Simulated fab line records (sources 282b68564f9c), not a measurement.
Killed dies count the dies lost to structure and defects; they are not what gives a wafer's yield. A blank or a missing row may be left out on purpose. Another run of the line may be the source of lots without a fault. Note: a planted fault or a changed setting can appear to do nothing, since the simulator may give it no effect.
fab line records	flow rit-cmos	part 1 of 2: steps 1 to 35 of 52
record lots=5	wafers=15	last-day=7
route steps=202 shown REOX@99 NLDD@103 PLDD@114 SPACER@125 NSD@131 PSD@142
lots that met no fault: taken from a fault-free run of the same line
start-h: hours from the record's opening day to when the first of the lot's shown wafers began	wait-h: time in hours since the lot's previous step	" same as the row above	L1.1+2: one row covering several wafers at once	- either no value or no given start	* or withheld: withheld	< > ~ a bound
route shown NAME@n: a module of which the file shows steps, and the number in the route of the first	usual: the fault-free wafers' mean and standard deviation	same: alike in all rows	chamber/n: place in a boat	sites: each site's reading	_std_site: how widely they spread, as a standard deviation	_edge_site: outer sites' mean less inner sites'	radius-mm: how far each site lies from the wafer's centre	mask NAME#n: copy n	behind: the most recent tool/chamber to have shaped the wafer	hold: what put the lot on hold/how long, in hours/how the hold closed	device: names the non-switching transistor (n, p or np)	end of line: tests run on the same wafers once the route is complete	step lacking rows: just its recipe	killed: at the first sort, the dies lost to defects and structure; wafer yield is something else	map: dies across one wafer; x = killed, . = not, _ = none there
set.NAME: the setting that was run; set.NAME@STEP: the one run at that earlier step	model.NAME: the simulator's own value behind a step, which no gauge read
certain route steps with their lots: each step a table, each wafer a row
services: the hour from which a tool's chamber was out of use, counted from the record's first day as start-h (under 0 if before that day), plus the number of hours and why
## steps
# step RIT_REOX_CLEAN_01
# recipe chemistry=dHF	dilution=50:1	time-s=30
lot.wafer	tool	chamber	start-h	wait-h
L074.1+3+5	wet-bench-02	2	39.24	0.0
L082.3+4+5	wet-bench-03	2	76.97	0.0
L089.1+5+6	wet-bench-03	1	112.24	0.0
L094.2+4+5	wet-bench-03	3	136.94	0.0
L097.4+5+6	wet-bench-02	0	152.94	0.0
# step RIT_REOX_CLEAN_02
# recipe chemistry=SC2	mix=3:3:50	time-s=600	temp-c=75	dry=n2-spin
# usual bath-heat-duty-pct=15.8/1.7
lot.wafer	tool	chamber	start-h	wait-h	bath-heat-duty-pct
L074.1	wet-bench-04	2	39.26	0.0	16.4
L074.3	"	2	"	"	16.7
L074.5	"	2	"	"	14.8
L082.3	wet-bench-04	1	76.99	0.0	16.6
L082.4	"	1	"	"	16.0
L082.5	"	1	"	"	15.3
L089.1	wet-bench-02	0	112.26	0.0	16.3
L089.5	"	0	"	"	19.2
L089.6	"	0	"	"	17.7
L094.2	wet-bench-04	3	136.96	0.0	12.8
L094.4	"	3	"	"	12.5
L094.5	"	3	"	"	15.0
L097.4	wet-bench-03	2	152.95	0.0	13.0
L097.5	"	2	"	"	13.4
L097.6	"	2	"	"	14.4
# step RIT_REOX_OXIDATION_03
# recipe temp-c=900	ambient=O2	target-thk-a=252	ox-time-s=5580
# usual zone-power-load-pct=24.8/1.8
lot.wafer	tool	chamber	start-h	wait-h	zone-power-load-pct
L074.1	furnace-03	0	39.44	0.0	21.4
L074.3	"	0	"	"	21.6
L074.5	"	0	"	"	21.0
L082.3	furnace-04	0	79.21	2.0	25.8
L082.4	"	0	"	"	26.3
L082.5	"	0	"	"	26.1
L089.1	furnace-02	0	113.37	0.9	25.3
L089.5	"	0	"	"	25.9
L089.6	"	0	"	"	25.2
L094.2	furnace-02	0	137.13	0.0	25.6
L094.4	"	0	"	"	24.9
L094.5	"	0	"	"	25.4
L097.4	furnace-02	0	153.27	0.1	25.4
L097.5	"	0	"	"	25.3
L097.6	"	0	"	"	25.5
# step RIT_REOX_THK_MEAS_04
# recipe reads=SiO2_of_REOX_OXIDATION_03
# usual REOX_OXIDE_THK=25.1/0.4
lot.wafer	tool	chamber	start-h	wait-h	REOX_OXIDE_THK[nm]
L074.1	film-metro-02	-	41.99	0.0	25.5
L074.3	"	-	"	"	25.7
L074.5	"	-	"	"	25.4
L082.3	film-metro-01	-	81.78	0.0	25.2
L082.4	"	-	"	"	24.8
L082.5	"	-	"	"	25.2
L089.1	film-metro-01	-	115.92	0.0	25.0
L089.5	"	-	"	"	25.1
L089.6	"	-	"	"	24.8
L094.2	film-metro-04	-	139.69	0.0	24.8
L094.4	"	-	"	"	25.1
L094.5	"	-	"	"	24.5
L097.4	film-metro-01	-	155.85	0.0	25.5
L097.5	"	-	"	"	26.0
L097.6	"	-	"	"	25.9
# step RIT_NLDD_HMDS_00
# recipe prime-time-s=60	prime-temp-c=140
lot.wafer	tool	chamber	start-h	wait-h
L074.1+3+5	litho-track-04	0	42.05	0.1
L082.3+4+5	litho-track-01	0	81.87	0.1
L089.1+5+6	litho-track-04	0	116.16	0.2
L094.2+4+5	litho-track-04	0	139.86	0.2
L097.4+5+6	litho-track-01	0	156.04	0.2
# step RIT_NLDD_COAT_01
# recipe resist=NOVOLAK	spin-rpm=3250	resist-thk-nm=1000
lot.wafer	tool	chamber	start-h	wait-h
L074.1+3+5	litho-track-04	0	42.20	0.1
L082.3+4+5	litho-track-01	0	82.02	0.1
L089.1+5+6	litho-track-04	0	116.31	0.1
L094.2+4+5	litho-track-04	0	140.01	0.1
L097.4+5+6	litho-track-01	0	156.19	0.1
# step RIT_NLDD_SOFTBAKE_02
# recipe resist=NOVOLAK	temp-c=90	time-s=60
lot.wafer	tool	chamber	start-h	wait-h
L074.1+3+5	litho-track-04	0	42.35	0.1
L082.3+4+5	litho-track-01	0	82.17	0.1
L089.1+5+6	litho-track-04	0	116.46	0.1
L094.2+4+5	litho-track-04	0	140.16	0.1
L097.4+5+6	litho-track-01	0	156.34	0.1
# step RIT_NLDD_EXPOSE_03
# recipe mask-id=M7	na=0.57	target-cd-nm=40700	dose-mj=250
lot.wafer	tool	chamber	start-h	wait-h	mask
L074.1+3+5	iline-stepper-02	0	42.50	0.1	M7#0
L082.3+4+5	iline-stepper-02	0	82.31	0.1	M7#0
L089.1+5+6	iline-stepper-01	0	116.61	0.1	M7#0
L094.2+4+5	iline-stepper-02	0	140.30	0.1	M7#0
L097.4+5+6	iline-stepper-02	0	156.48	0.1	M7#0
# step RIT_NLDD_PEB_04
# recipe resist=NOVOLAK	temp-c=withheld	time-s=withheld
lot.wafer	tool	chamber	start-h	wait-h
L074.1+3+5	litho-track-01	0	42.61	0.1
L082.3+4+5	litho-track-02	0	82.44	0.1
L089.1+5+6	litho-track-02	0	116.86	0.2
L094.2+4+5	litho-track-04	0	140.43	0.1
L097.4+5+6	litho-track-01	0	156.61	0.1
# step RIT_NLDD_DEVELOP_05
# recipe resist=NOVOLAK	develop-time-s=50	dev-temp-c=23
lot.wafer	tool	chamber	start-h	wait-h
L074.1+3+5	litho-track-01	0	-	-
L082.3+4+5	litho-track-02	0	-	-
L089.1+5+6	litho-track-02	0	-	-
L094.2+4+5	litho-track-04	0	-	-
L097.4+5+6	litho-track-01	0	-	-
# step RIT_NLDD_OVL_MEAS_06
# usual NLDD_OVL=-0.2/1.1
lot.wafer	tool	chamber	start-h	wait-h	NLDD_OVL[nm]
L074.1	overlay-02	-	42.90	-	0.7
L074.3	"	-	"	"	1.0
L074.5	"	-	"	"	0.6
L082.3	overlay-01	-	82.69	-	-0.5
L082.4	"	-	"	"	-0.5
L082.5	"	-	"	"	0.1
L089.1	overlay-01	-	117.15	-	-1.3
L089.5	"	-	"	"	-0.1
L089.6	"	-	"	"	-1.1
L094.2	overlay-02	-	140.69	-	-0.4
L094.4	"	-	"	"	-1.1
L094.5	"	-	"	"	0.2
L097.4	overlay-02	-	156.84	-	0.2
L097.5	"	-	"	"	0.0
L097.6	"	-	"	"	-1.9
# step RIT_NLDD_HARDBAKE_07
# recipe resist=NOVOLAK	temp-c=140	time-s=60
lot.wafer	tool	chamber	start-h	wait-h
L074.1+3+5	litho-track-01	0	42.93	0.0
L082.3+4+5	litho-track-01	0	82.76	0.1
L089.1+5+6	litho-track-04	0	117.21	0.1
L094.2+4+5	litho-track-02	0	140.74	0.0
L097.4+5+6	litho-track-02	0	156.93	0.1
# step RIT_NLDD_IMPLANT_08
# recipe species=P	energy-kev=20	dose-cm2=5e+14	tilt-deg=7
# same implant-ion-amu=31
lot.wafer	tool	chamber	start-h	wait-h
L074.1+3+5	implanter-01	0	43.08	0.1
L082.3+4+5	implanter-03	0	82.91	0.1
L089.1+5+6	implanter-03	0	117.36	0.1
L094.2+4+5	implanter-04	0	140.89	0.1
L097.4+5+6	implanter-03	0	157.08	0.1
# step RIT_NLDD_STRIP_09
# recipe chemistry=O2	time-s=180	resist=NOVOLAK	platen-temp-c=withheld	power-w=500	pressure-mtorr=4000	o2-flow-sccm=4000
# usual drypump-motor-current-A=5.8/0.47
lot.wafer	tool	chamber	start-h	wait-h	drypump-motor-current-A	rf-hours-counter-h
L074.1	plasma-asher-03	1	43.23	0.1	5.7	25
L074.3	"	1	"	"	5.7	-
L074.5	"	1	"	"	5.7	-
L082.3	plasma-asher-02	0	83.07	0.1	6.5	-
L082.4	"	1	"	"	5.8	-
L082.5	"	1	"	"	5.7	-
L089.1	plasma-asher-02	1	117.51	0.1	5.7	49
L089.5	"	0	"	"	6.5	-
L089.6	"	1	"	"	5.7	-
L094.2	plasma-asher-04	1	141.02	0.1	5.2	2
L094.4	"	0	"	"	4.8	-
L094.5	"	1	"	"	5.2	-
L097.4	plasma-asher-03	0	157.21	0.1	6.0	-
L097.5	"	1	"	"	5.7	-
L097.6	"	0	"	"	6.0	-
# step RIT_NLDD_TW_MEAS_10
# usual NLDD_TW=2533/22
lot.wafer	tool	chamber	start-h	wait-h	NLDD_TW
L074.1	film-metro-04	-	43.41	0.1	2506
L074.3	"	-	"	"	2525
L074.5	"	-	"	"	2520
L082.3	film-metro-02	-	83.21	0.1	2512
L082.4	"	-	"	"	2515
L082.5	"	-	"	"	2517
L089.1	film-metro-04	-	117.68	0.1	2528
L089.5	"	-	"	"	2515
L089.6	"	-	"	"	2514
L094.2	film-metro-02	-	141.20	0.1	2510
L094.4	"	-	"	"	2511
L094.5	"	-	"	"	2513
L097.4	film-metro-03	-	157.36	0.1	2550
L097.5	"	-	"	"	2553
L097.6	"	-	"	"	2554
# step RIT_PLDD_HMDS_00
# recipe prime-time-s=60	prime-temp-c=140
lot.wafer	tool	chamber	start-h	wait-h
L074.1+3+5	litho-track-04	0	43.47	0.1
L082.3+4+5	litho-track-03	0	83.30	0.1
L089.1+5+6	litho-track-03	0	117.74	0.1
L094.2+4+5	litho-track-04	0	141.28	0.1
L097.4+5+6	litho-track-04	0	157.46	0.1
# step RIT_PLDD_COAT_01
# recipe resist=NOVOLAK	spin-rpm=3250	resist-thk-nm=1000
lot.wafer	tool	chamber	start-h	wait-h
L074.1+3+5	litho-track-04	0	43.62	0.1
L082.3+4+5	litho-track-03	0	83.45	0.1
L089.1+5+6	litho-track-03	0	117.89	0.1
L094.2+4+5	litho-track-04	0	141.43	0.1
L097.4+5+6	litho-track-04	0	157.61	0.1
# step RIT_PLDD_SOFTBAKE_02
# recipe resist=NOVOLAK	temp-c=90	time-s=60
lot.wafer	tool	chamber	start-h	wait-h
L074.1+3+5	litho-track-04	0	43.77	0.1
L082.3+4+5	litho-track-03	0	83.60	0.1
L089.1+5+6	litho-track-03	0	118.04	0.1
L094.2+4+5	litho-track-04	0	141.58	0.1
L097.4+5+6	litho-track-04	0	157.76	0.1
# step RIT_PLDD_EXPOSE_03
# recipe mask-id=M8	na=0.57	target-cd-nm=40900	dose-mj=250
lot.wafer	tool	chamber	start-h	wait-h	mask
L074.1+3+5	iline-stepper-01	0	43.92	0.1	M8#0
L082.3+4+5	iline-stepper-02	0	83.86	0.2	M8#0
L089.1+5+6	iline-stepper-01	0	118.19	0.1	M8#0
L094.2+4+5	iline-stepper-01	0	141.72	0.1	M8#0
L097.4+5+6	iline-stepper-01	0	158.02	0.2	M8#0
# step RIT_PLDD_PEB_04
# recipe resist=NOVOLAK	temp-c=withheld	time-s=withheld
lot.wafer	tool	chamber	start-h	wait-h
L074.1+3+5	litho-track-04	0	44.03	0.1
L082.3+4+5	litho-track-03	0	83.99	0.1
L089.1+5+6	litho-track-04	0	118.31	0.1
L094.2+4+5	litho-track-04	0	141.85	0.1
L097.4+5+6	litho-track-04	0	158.15	0.1
# step RIT_PLDD_DEVELOP_05
# recipe resist=NOVOLAK	develop-time-s=50	dev-temp-c=23
lot.wafer	tool	chamber	start-h	wait-h
L074.1+3+5	litho-track-04	0	-	-
L082.3+4+5	litho-track-03	0	-	-
L089.1+5+6	litho-track-04	0	-	-
L094.2+4+5	litho-track-04	0	-	-
L097.4+5+6	litho-track-04	0	-	-
# step RIT_PLDD_OVL_MEAS_06
# usual PLDD_OVL=1.0/1.4
lot.wafer	tool	chamber	start-h	wait-h	PLDD_OVL[nm]
L074.1	overlay-01	-	44.32	-	1.7
L074.3	"	-	"	"	2.2
L074.5	"	-	"	"	1.0
L082.3	overlay-01	-	84.23	-	3.0
L082.4	"	-	"	"	2.8
L082.5	"	-	"	"	2.2
L089.1	overlay-01	-	118.59	-	4.7
L089.5	"	-	"	"	0.8
L089.6	"	-	"	"	0.3
L094.2	overlay-01	-	142.11	-	1.4
L094.4	"	-	"	"	0.9
L094.5	"	-	"	"	3.1
L097.4	overlay-01	-	158.38	-	3.6
L097.5	"	-	"	"	0.9
L097.6	"	-	"	"	2.3
# step RIT_PLDD_HARDBAKE_07
# recipe resist=NOVOLAK	temp-c=140	time-s=60
lot.wafer	tool	chamber	start-h	wait-h
L074.1+3+5	litho-track-04	0	44.35	0.0
L082.3+4+5	litho-track-03	0	84.31	0.1
L089.1+5+6	litho-track-03	0	118.63	0.0
L094.2+4+5	litho-track-03	0	142.19	0.1
L097.4+5+6	litho-track-03	0	158.47	0.1
# step RIT_PLDD_IMPLANT_08
# recipe species=BF2	energy-kev=20	dose-cm2=9e+14	tilt-deg=7
# same implant-ion-amu=49
lot.wafer	tool	chamber	start-h	wait-h
L074.1+3+5	implanter-01	0	44.50	0.1
L082.3+4+5	implanter-02	0	84.46	0.1
L089.1+5+6	implanter-02	0	118.78	0.1
L094.2+4+5	implanter-03	0	142.34	0.1
L097.4+5+6	implanter-02	0	158.62	0.1
# step RIT_PLDD_STRIP_09
# recipe chemistry=O2	time-s=180	resist=NOVOLAK	platen-temp-c=withheld	power-w=500	pressure-mtorr=4000	o2-flow-sccm=4000
# usual drypump-motor-current-A=5.9/0.43
lot.wafer	tool	chamber	start-h	wait-h	drypump-motor-current-A	rf-hours-counter-h
L074.1	plasma-asher-02	1	44.65	0.1	5.8	40
L074.3	"	0	"	"	6.5	-
L074.5	"	1	"	"	5.7	-
L082.3	plasma-asher-01	0	84.62	0.1	5.1	-
L082.4	"	1	"	"	6.1	-
L082.5	"	1	"	"	6.1	-
L089.1	plasma-asher-01	1	118.93	0.1	6.0	48
L089.5	"	1	"	"	6.1	-
L089.6	"	0	"	"	5.1	-
L094.2	plasma-asher-02	0	142.47	0.1	6.5	52
L094.4	"	0	"	"	6.5	-
L094.5	"	1	"	"	5.8	-
L097.4	plasma-asher-02	0	158.76	0.1	6.5	-
L097.5	"	1	"	"	5.8	-
L097.6	"	0	"	"	6.5	-
# step RIT_PLDD_TW_MEAS_10
# usual PLDD_TW=2375/18
lot.wafer	tool	chamber	start-h	wait-h	PLDD_TW
L074.1	film-metro-04	-	44.83	0.1	2364
L074.3	"	-	"	"	2388
L074.5	"	-	"	"	2383
L082.3	film-metro-04	-	84.75	0.1	2372
L082.4	"	-	"	"	2372
L082.5	"	-	"	"	2376
L089.1	film-metro-04	-	119.10	0.1	2393
L089.5	"	-	"	"	2375
L089.6	"	-	"	"	2378
L094.2	film-metro-04	-	142.65	0.1	2384
L094.4	"	-	"	"	2394
L094.5	"	-	"	"	2391
L097.4	film-metro-02	-	158.90	0.1	2368
L097.5	"	-	"	"	2373
L097.6	"	-	"	"	2356
# step RIT_SPACER_CLEAN_00
# recipe chemistry=SC1	mix=3:3:50	time-s=600	temp-c=75
# usual bath-heat-duty-pct=16.7/1.5
lot.wafer	tool	chamber	start-h	wait-h	bath-heat-duty-pct
L074.1	wet-bench-03	3	44.89	0.1	17.7
L074.3	"	3	"	"	18.8
L074.5	"	3	"	"	19.2
L082.3	wet-bench-02	0	84.79	0.0	17.6
L082.4	"	0	"	"	17.3
L082.5	"	0	"	"	17.4
L089.1	wet-bench-03	3	119.16	0.1	18.9
L089.5	"	3	"	"	19.6
L089.6	"	3	"	"	18.4
L094.2	wet-bench-02	0	142.70	0.0	18.4
L094.4	"	0	"	"	17.9
L094.5	"	0	"	"	18.3
L097.4	wet-bench-02	3	158.93	0.0	15.4
L097.5	"	3	"	"	15.8
L097.6	"	3	"	"	15.5
# step RIT_SPACER_CLEAN_01
# recipe chemistry=dHF	dilution=50:1	time-s=30
lot.wafer	tool	chamber	start-h	wait-h
L074.1+3+5	wet-bench-01	0	45.06	0.0
L082.3+4+5	wet-bench-03	3	84.97	0.0
L089.1+5+6	wet-bench-01	3	119.34	0.0
L094.2+4+5	wet-bench-01	3	142.88	0.0
L097.4+5+6	wet-bench-03	3	159.11	0.0
# step RIT_SPACER_CLEAN_02
# recipe chemistry=SC2	mix=3:3:50	time-s=600	temp-c=75	dry=n2-spin
# usual bath-heat-duty-pct=16.5/1.5
lot.wafer	tool	chamber	start-h	wait-h	bath-heat-duty-pct
L074.1	wet-bench-03	1	45.08	0.0	16.5
L074.3	"	1	"	"	16.0
L074.5	"	1	"	"	17.6
L082.3	wet-bench-02	0	84.98	0.0	17.4
L082.4	"	0	"	"	17.9
L082.5	"	0	"	"	18.0
L089.1	wet-bench-02	3	119.36	0.0	15.7
L089.5	"	3	"	"	15.0
L089.6	"	3	"	"	16.1
L094.2	wet-bench-02	0	142.89	0.0	17.4
L094.4	"	0	"	"	16.2
L094.5	"	0	"	"	16.4
L097.4	wet-bench-01	2	159.13	0.0	17.6
L097.5	"	2	"	"	16.1
L097.6	"	2	"	"	19.0
# step RIT_SPACER_CVD_03
# recipe material=Si3N4	target-thk-nm=250	temp-c=810	precursor=SiH2Cl2/NH3	time-s=3300	pressure-mtorr=300	sih2cl2-flow-sccm=60	nh3-flow-sccm=150
# usual sih2cl2-flow-sccm=59.93/0.21	zone-power-load-pct=21.9/1.1
lot.wafer	tool	chamber	start-h	wait-h	sih2cl2-flow-sccm	zone-power-load-pct
L074.1	lpcvd-02	1	45.25	0.0	59.85	20.6
L074.3	"	1	"	"	59.74	20.4
L074.5	"	1	"	"	60.04	20.3
L082.3	lpcvd-02	0	85.16	0.0	60.01	22.7
L082.4	"	0	"	"	60.25	22.1
L082.5	"	0	"	"	60.26	22.4
L089.1	lpcvd-02	0	119.53	0.0	59.87	22.6
L089.5	"	0	"	"	59.69	22.5
L089.6	"	0	"	"	59.65	22.7
L094.2	lpcvd-02	1	143.07	0.0	60.25	20.7
L094.4	"	1	"	"	60.08	20.4
L094.5	"	1	"	"	60.07	20.5
L097.4	lpcvd-02	1	159.32	0.0	59.98	20.5
L097.5	"	1	"	"	59.64	20.4
L097.6	"	1	"	"	59.60	20.2
# step RIT_SPACER_THK_MEAS_04
# recipe reads=Si3N4_of_SPACER_CVD_03
# usual SPACER_NITRIDE_THK=250.5/2.2
lot.wafer	tool	chamber	start-h	wait-h	SPACER_NITRIDE_THK[nm]
L074.1	film-metro-01	-	47.17	0.0	248.6
L074.3	"	-	"	"	248.6
L074.5	"	-	"	"	247.3
L082.3	film-metro-01	-	87.10	0.0	250.7
L082.4	"	-	"	"	249.3
L082.5	"	-	"	"	247.5
L089.1	film-metro-01	-	121.45	0.0	253.6
L089.5	"	-	"	"	252.9
L089.6	"	-	"	"	254.2
L094.2	film-metro-04	-	145.00	0.0	249.9
L094.4	"	-	"	"	248.7
L094.5	"	-	"	"	249.5
L097.4	film-metro-04	-	161.26	0.0	251.7
L097.5	"	-	"	"	251.9
L097.6	"	-	"	"	252.1
# step RIT_SPACER_ETCHBACK_05
# recipe target-depth-a=2500	SF6_flow_sccm=30	CHF3_flow_sccm=30	target=Si3N4	chemistry=SF6/CHF3	pressure-mtorr=40	rf-w=250	time-s=240	stop-on=SiO2
# usual drypump-motor-current-A=5.7/0.42	oes-product-au=0.842/0.01	rf-fwd-power-W=249.2/0.88	throttle-valve-pct=10.22/0.13
lot.wafer	tool	chamber	start-h	wait-h	drypump-motor-current-A	oes-product-au	rf-fwd-power-W	rf-hours-counter-h	throttle-valve-pct
L074.1	rie-diel-01	1	47.23	0.1	5.2	0.849	249.1	4	10.22
L074.3	"	2	"	"	5.7	0.842	248.1	158	10.04
L074.5	"	2	"	"	5.7	0.839	249.7	-	10.02
L082.3	rie-diel-02	3	87.14	0.0	5.4	0.834	249.4	116	10.04
L082.4	"	1	"	"	6.0	0.843	248.5	11	10.37
L082.5	"	3	"	"	5.4	0.828	249.6	-	10.07
L089.1	rie-diel-02	1	121.51	0.1	5.9	0.847	250.5	11	10.37
L089.5	"	2	"	"	5.9	0.837	247.1	-	10.23
L089.6	"	1	"	"	6.0	0.851	250.4	-	10.39
L094.2	rie-diel-01	0	145.05	0.0	6.6	0.839	248.7	73	10.34
L094.4	"	2	"	"	5.7	0.850	250.8	1	10.04
L094.5	"	2	"	"	5.7	0.849	248.9	-	10.04
L097.4	rie-diel-01	1	161.37	0.1	5.2	0.863	248.9	-	10.23
L097.5	"	2	"	"	5.7	0.853	249.2	-	10.04
L097.6	"	0	"	"	6.6	0.835	248.3	-	10.35
# step RIT_NSD_HMDS_00
# recipe prime-time-s=60	prime-temp-c=140
lot.wafer	tool	chamber	start-h	wait-h
L074.1+3+5	litho-track-03	0	47.38	0.1
L082.3+4+5	litho-track-01	0	87.34	0.1
L089.1+5+6	litho-track-01	0	121.66	0.1
L094.2+4+5	litho-track-02	0	145.22	0.1
L097.4+5+6	litho-track-02	0	161.58	0.1
# step RIT_NSD_COAT_01
# recipe resist=NOVOLAK	spin-rpm=3250	resist-thk-nm=1000
lot.wafer	tool	chamber	start-h	wait-h
L074.1+3+5	litho-track-03	0	47.53	0.1
L082.3+4+5	litho-track-01	0	87.49	0.1
L089.1+5+6	litho-track-01	0	121.81	0.1
L094.2+4+5	litho-track-02	0	145.37	0.1
L097.4+5+6	litho-track-02	0	161.73	0.1
# step RIT_NSD_SOFTBAKE_02
# recipe resist=NOVOLAK	temp-c=90	time-s=60
lot.wafer	tool	chamber	start-h	wait-h
L074.1+3+5	litho-track-03	0	47.68	0.1
L082.3+4+5	litho-track-01	0	87.64	0.1
L089.1+5+6	litho-track-01	0	121.96	0.1
L094.2+4+5	litho-track-02	0	145.52	0.1
L097.4+5+6	litho-track-02	0	161.88	0.1
